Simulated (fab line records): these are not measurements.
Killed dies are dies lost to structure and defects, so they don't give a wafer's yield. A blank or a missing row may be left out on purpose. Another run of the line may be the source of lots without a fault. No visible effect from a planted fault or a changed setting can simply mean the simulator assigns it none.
The tool behind it: which one?    flow berkeley_cmos170    15 lots with 45 wafers sampled at 6 steps, on a route of 331 steps

== WHAT EACH GAUGE READ, for each wafer ==
UCB170_NWELL_THK_MEAS_05. Usual: NWELL_NITRIDE_THK gives 224.5 nm (standard deviation 1.9).
lot   measured     on             NWELL_NITRIDE_THK (nm)  flag
L366  day 2 22:15  film_metro-01  224.4 225.2 225.1       
L367  day 3 07:16  film_metro-03  222.0 224.6 223.8       
L368  day 3 07:16  film_metro-02  222.6 225.8 224.3       
L369  day 3 17:40  film_metro-01  224.4 224.6 224.2       
L372  day 4 03:52  film_metro-01  223.5 221.1 220.7       
L373  day 4 08:41  film_metro-03  222.3 222.9 223.1       
L375  day 4 15:08  film_metro-02  223.8 223.1 223.0       
L377  day 5 02:29  film_metro-03  223.5 222.8 222.4       
L380  day 5 04:59  film_metro-02  224.7 229.2 228.4       
L381  day 5 12:49  film_metro-03  223.7 224.4 224.4       
L383  day 5 20:51  film_metro-03  225.4 226.7 226.4       
L385  day 6 07:49  film_metro-01  222.6 225.0 224.2       
L386  day 6 10:24  film_metro-02  223.7 224.3 225.7       
L387  day 6 18:14  film_metro-02  226.2 226.9 227.6       
L388  day 6 23:38  film_metro-01  224.2 222.2 222.1       

UCB170_NLDD_TW_MEAS_11. Usual: NLDD_TW gives 2216 (standard deviation 12).
lot   measured      on             NLDD_TW         flag
L366  day 7 07:19   film_metro-04  2207 2214 2206  
L367  day 7 06:45   film_metro-02  2225 2215 2207  
L368  day 7 07:07   film_metro-04  2216 2202 2212  
L369  day 7 18:01   film_metro-02  2040 2022 2041  OFF
L372  day 8 15:32   film_metro-04  2214 2209 2205  
L373  day 8 15:10   film_metro-04  2044 2035 2044  OFF
L375  day 8 15:39   film_metro-02  2026 2037 2024  OFF
L377  day 9 14:56   film_metro-01  2239 2225 2233  
L380  day 9 14:49   film_metro-04  2223 2216 2205  
L381  day 9 22:40   film_metro-04  2217 2217 2218  
L383  day 10 04:06  film_metro-04  2193 2198 2194  
L385  day 10 22:06  film_metro-04  2220 2200 2205  
L386  day 10 21:46  film_metro-01  2241 2246 2244  
L387  day 11 06:19  film_metro-04  2208 2227 2216  
L388  day 11 15:19  film_metro-02  2211 2207 2213  

UCB170_SDANNEAL_RS_MEAS_05: measures by four-point-probe. Usual: NLDD_RS gives 615.9 ohm/sq (standard deviation 1.5).
lot   measured      on             NLDD_RS (ohm/sq)   flag
L366  day 7 22:26   film_metro-04  618.7 617.0 617.1  
L367  day 7 21:13   film_metro-02  614.7 616.3 616.0  
L368  day 7 22:02   film_metro-01  617.5 618.5 620.6  
L369  day 8 05:28   film_metro-02  754.8 755.5 754.3  OFF
L372  day 9 11:31   film_metro-02  613.7 613.5 614.0  
L373  day 9 11:30   film_metro-01  753.3 754.4 751.9  OFF
L375  day 9 12:33   film_metro-04  755.8 755.5 754.1  OFF
L377  day 10 02:13  film_metro-04  617.3 617.9 618.1  
L380  day 10 01:22  film_metro-04  615.4 616.1 615.4  
L381  day 10 08:19  film_metro-01  616.5 616.3 617.5  
L383  day 10 18:32  film_metro-01  619.4 618.1 617.5  
L385  day 11 09:01  film_metro-04  614.3 613.9 613.8  
L386  day 11 08:38  film_metro-01  615.3 614.4 616.9  
L387  day 11 18:02  film_metro-01  615.1 615.9 615.2  
L388  day 12 00:37  film_metro-02  615.0 615.9 616.6  

UCB170_M2_THK_MEAS_03: measures by xrf. Usual: M2_AL_THK gives 948 nm (standard deviation 13).
lot   measured      on             M2_AL_THK (nm)  flag
L366  day 8 18:38   film_metro-04  945 947 927     
L367  day 8 18:03   film_metro-04  952 949 944     
L368  day 8 18:43   film_metro-01  956 957 964     
L369  day 9 02:41   film_metro-01  957 954 958     
L372  day 10 05:31  film_metro-03  927 942 943     
L373  day 10 04:39  film_metro-04  946 959 946     
L375  day 10 05:43  film_metro-03  930 936 931     
L377  day 10 20:35  film_metro-04  961 935 924     
L380  day 10 17:34  film_metro-03  958 945 939     
L381  day 11 05:07  film_metro-01  952 954 955     
L383  day 11 10:59  film_metro-01  959 959 960     
L385  day 11 22:59  film_metro-03  941 923 939     
L386  day 11 23:00  film_metro-01  963 955 959     
L387  day 12 10:26  film_metro-03  933 931 945     
L388  day 12 13:13  film_metro-01  978 960 969     

== WHICH TOOL RAN EACH LOT (tool, then ch and the chambers of the sampled wafers, then the start) ==
lot   UCB170_NLDD_IMPLANT_09           UCB170_M1_STRIP_13
L366  implanter-03 ch 0, day 7 07:06   plasma_asher-02 ch 0,1, day 8 11:34
L367  implanter-03 ch 0, day 7 06:30   plasma_asher-02 ch 0,1, day 8 11:16
L368  implanter-04 ch 0, day 7 06:52   plasma_asher-01 ch 0,1, day 8 11:36
L369  implanter-03 ch 0, day 7 17:46   plasma_asher-03 ch 0,1, day 8 15:34
L372  implanter-01 ch 0, day 8 15:18   plasma_asher-03 ch 0,1, day 9 20:15
L373  implanter-03 ch 0, day 8 14:55   plasma_asher-01 ch 0,1, day 9 19:41
L375  implanter-03 ch 0, day 8 15:26   plasma_asher-01 ch 0,1, day 9 20:24
L377  implanter-04 ch 0, day 9 14:42   plasma_asher-02 ch 0,1, day 10 11:56
L380  implanter-01 ch 0, day 9 14:34   plasma_asher-03 ch 0,1, day 10 10:15
L381  implanter-04 ch 0, day 9 22:26   plasma_asher-01 ch 0,1, day 10 20:16
L383  implanter-01 ch 0, day 10 03:52  plasma_asher-01 ch 0, day 11 03:26
L385  implanter-01 ch 0, day 10 21:52  plasma_asher-02 ch 1, day 11 16:25
L386  implanter-04 ch 0, day 10 21:31  plasma_asher-01 ch 0,1, day 11 16:15
L387  implanter-01 ch 0, day 11 05:59  plasma_asher-01 ch 0,1, day 12 01:11
L388  implanter-01 ch 0, day 11 15:04  plasma_asher-01 ch 0,1, day 12 08:23
- UCB170_NLDD_IMPLANT_09
- UCB170_M1_STRIP_13: strips in O2.

== AS READ BY THE TOOLS THEMSELVES (means over the sampled wafers that have a number; for cases with no such wafer, the mark the record gives instead) ==
UCB170_NLDD_IMPLANT_09. Usual: beam_on_s 9.97 s, standard deviation 0.21; dose_ions_cm2 5e+13, standard deviation 5.3e+10; faraday_current_uA 159, standard deviation 3.2.
lot   tool          beam_on_s (s)  dose_ions_cm2  faraday_current_uA  flag
L366  implanter-03  9.92           5e+13          160                 
L367  implanter-03  9.89           5e+13          161                 
L368  implanter-04  9.96           5e+13          159                 
L369  implanter-03  10.15          2e+13          73                  OFF
L372  implanter-01  9.89           5e+13          161                 
L373  implanter-03  10.05          2e+13          74                  OFF
L375  implanter-03  10.21          2e+13          73                  OFF
L377  implanter-04  10.05          5e+13          158                 
L380  implanter-01  10.01          5e+13          158                 
L381  implanter-04  10.04          5e+13          158                 
L383  implanter-01  9.80           5e+13          162                 
L385  implanter-01  10.09          5e+13          157                 
L386  implanter-04  9.89           5e+13          160                 
L387  implanter-01  9.85           5e+13          161                 
L388  implanter-01  9.85           5e+13          162                 

UCB170_M1_STRIP_13. Usual: drypump_motor_current_A 6.0 A, standard deviation 0.37; oes_product_au 0.720 a.u., standard deviation 0.0042.
lot   tool             drypump_motor_current_A (A)  oes_product_au (a.u.)  flag
L366  plasma_asher-02  6.0                          0.721                  
L367  plasma_asher-02  6.0                          0.720                  
L368  plasma_asher-01  5.9                          0.719                  
L369  plasma_asher-03  5.9                          0.716                  
L372  plasma_asher-03  5.9                          0.720                  
L373  plasma_asher-01  6.2                          0.723                  
L375  plasma_asher-01  6.2                          0.715                  
L377  plasma_asher-02  6.0                          0.718                  
L380  plasma_asher-03  5.9                          0.721                  
L381  plasma_asher-01  6.2                          0.720                  
L383  plasma_asher-01  5.5                          0.723                  
L385  plasma_asher-02  5.8                          0.720                  
L386  plasma_asher-01  5.9                          0.718                  
L387  plasma_asher-01  5.9                          0.721                  
L388  plasma_asher-01  5.9                          0.718                  

== THE ANSWER, worked out from the rows above alone ==
Rule: take the mean of a lot's wafers that have a number; if it is more than 3 standard deviations from the usual mean, the lot is off. A lot without any number at a reading at which 4 lots or more have one is off too. All remaining lots with rows at the step are treated as sound. First the gauges in route order, then the tools' own readings, where a lot's mean is used as printed above. At the first step where some lot is off, the reading lying furthest off is the one used; lots without a number count as furthest.
Off: at UCB170_NLDD_TW_MEAS_11 (NLDD_TW), L369, L373, L375.
If a tool, at a process step before that reading, ran all the lots that are off and no sound lot after the first of them, it fits. Not tried: the gauges at UCB170_NLDD_TW_MEAS_11; whatever is off there is also off at UCB170_NLDD_IMPLANT_09, on other tools, and gauge error can't account for it. One fits: UCB170_NLDD_IMPLANT_09 on implanter-03. Its last sound lot is L366 (day 7 07:06), its first lot that is off L369 (day 7 17:46): a fault that began between those two fits.
The tool's own readings at UCB170_NLDD_IMPLANT_09 bear it out: on the lots that are off they differ by more than 5 times the standard deviation of the sound lots' means. dose_ions_cm2 reads 2e+13 there against 5e+13 on the sound lots; faraday_current_uA reads 73 there against 160 on the sound lots.

== WHAT THE SIMULATOR HAD INSERTED ==
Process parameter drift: implanter-03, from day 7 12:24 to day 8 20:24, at UCB170_NLDD_IMPLANT_09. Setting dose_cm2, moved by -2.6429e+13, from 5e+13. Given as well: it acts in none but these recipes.
Lots struck among those shown: L369, L373, L375. Same finding as the rule above.
